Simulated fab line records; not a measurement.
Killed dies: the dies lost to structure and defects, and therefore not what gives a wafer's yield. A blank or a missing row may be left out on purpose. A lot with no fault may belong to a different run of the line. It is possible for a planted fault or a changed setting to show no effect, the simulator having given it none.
The tool behind it: which one? | flow rit cmos | 48 wafers from 16 lots sampled at 2 of the route's 202 steps

== WHAT EACH GAUGE READ, for each wafer ==
RIT_NRETRO_OVL_MEAS_06. Usual: NRETRO_OVL gives -1.2 nm (standard deviation 1.6).
lot  | measured    | on         | NRETRO_OVL (nm)      | flag
L430 | day 2 06:16 | overlay-01 | 1.6 0.6 1.3          |
L431 | day 2 11:29 | overlay-02 | -2.0 -1.6 -2.0       |
L434 | day 3 03:02 | overlay-01 | 1.2 1.0 1.6          |
L435 | day 3 09:55 | overlay-02 | -2.3 -2.5 -2.8       |
L436 | day 3 16:10 | overlay-02 | -1.6 -4.4 -1.8       |
L437 | day 3 20:25 | overlay-01 | -0.7 -1.5 -1.0       |
L438 | day 4 00:47 | overlay-02 | -1.9 0.1 -2.0        |
L442 | day 4 18:44 | overlay-01 | -302.8 -301.6 -302.4 | OFF
L443 | day 4 23:49 | overlay-02 | -0.8 -1.4 -2.0       |
L445 | day 5 11:30 | overlay-02 | -302.0 -301.2 -303.0 | OFF
L446 | day 5 15:30 | overlay-01 | -301.2 -300.3 -302.2 | OFF
L447 | day 5 19:59 | overlay-01 | 1.6 1.7 -1.8         |
L448 | day 6 01:31 | overlay-02 | -297.8 -300.7 -301.8 | OFF
L449 | day 6 06:16 | overlay-02 | -0.3 -2.1 -0.4       |
L450 | day 6 11:11 | overlay-01 | -1.4 -2.3 -2.0       |
L451 | day 6 14:19 | overlay-01 | -3.3 -3.2 -0.3       |

== EACH LOT AND THE TOOL THAT RAN IT (in order: tool; ch and the chambers of the sampled wafers; start) ==
lot  | RIT_NRETRO_EXPOSE_03
L430 | iline stepper-01 ch 0, day 2 05:50
L431 | iline stepper-02 ch 0, day 2 11:03
L434 | iline stepper-02 ch 0, day 3 02:36
L435 | iline stepper-01 ch 0, day 3 09:29
L436 | iline stepper-01 ch 0, day 3 15:44
L437 | iline stepper-01 ch 0, day 3 19:59
L438 | iline stepper-02 ch 0, day 4 00:18
L442 | iline stepper-01 ch 0, day 4 18:19
L443 | iline stepper-02 ch 0, day 4 23:23
L445 | iline stepper-01 ch 0, day 5 11:06
L446 | iline stepper-01 ch 0, day 5 15:06
L447 | iline stepper-02 ch 0, day 5 19:34
L448 | iline stepper-01 ch 0, day 6 01:05
L449 | iline stepper-02 ch 0, day 6 05:48
L450 | iline stepper-02 ch 0, day 6 10:46
L451 | iline stepper-02 ch 0, day 6 13:53
- RIT_NRETRO_EXPOSE_03: exposes mask M4, target cd 43900 nm.

== WHAT THE TOOLS THEMSELVES READ (means of the sampled wafers that have a number; where no wafer has one, the mark that the record gives instead) ==
RIT_NRETRO_EXPOSE_03. Usual: exposure dose mJ cm2 at 249.97, with a standard deviation of 0.26.
lot  | tool             | exposure dose mJ cm2 | flag
L430 | iline stepper-01 | 250.03               |
L431 | iline stepper-02 | 249.67               |
L434 | iline stepper-02 | 249.78               |
L435 | iline stepper-01 | 249.87               |
L436 | iline stepper-01 | 250.31               |
L437 | iline stepper-01 | 249.92               |
L438 | iline stepper-02 | 249.98               |
L442 | iline stepper-01 | 249.82               |
L443 | iline stepper-02 | 249.70               |
L445 | iline stepper-01 | 250.09               |
L446 | iline stepper-01 | 249.94               |
L447 | iline stepper-02 | 250.22               |
L448 | iline stepper-01 | 250.01               |
L449 | iline stepper-02 | 249.80               |
L450 | iline stepper-02 | 249.76               |
L451 | iline stepper-02 | 250.10               |

== THE ANSWER, worked out from the rows above alone ==
Rule: a lot counts as off when the mean over its wafers that have a number is more than 3 standard deviations away from the usual mean. Also off: a lot with no number at a reading for which 4 or more lots have one. All remaining lots with rows at the step are treated as sound. First the gauges in route order, then the tools' own readings, where a lot's mean is used as printed above. At the first step where some lot is off, the reading lying furthest off is the one used; lots without a number count as furthest.
Off: L442, L445, L446, L448, seen at RIT_NRETRO_OVL_MEAS_06 (NRETRO_OVL).
A tool fits if, at a process step before that reading, it ran every lot that is off, and no sound lot after the first of them. Gauges at RIT_NRETRO_OVL_MEAS_06: tried the same way as those tools. One fits: iline stepper-01 at RIT_NRETRO_EXPOSE_03. Its last sound lot is L437 (day 3 19:59), its first lot that is off L442 (day 4 18:19): a fault that began between those two fits.

== WHAT WAS PUT IN BY THE SIMULATOR ==
Scanner matching overlay: iline stepper-01, from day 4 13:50 on, at RIT_NRETRO_EXPOSE_03. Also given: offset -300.
Lots struck among those shown: L442, L445, L446, L448. The rule above found the same.
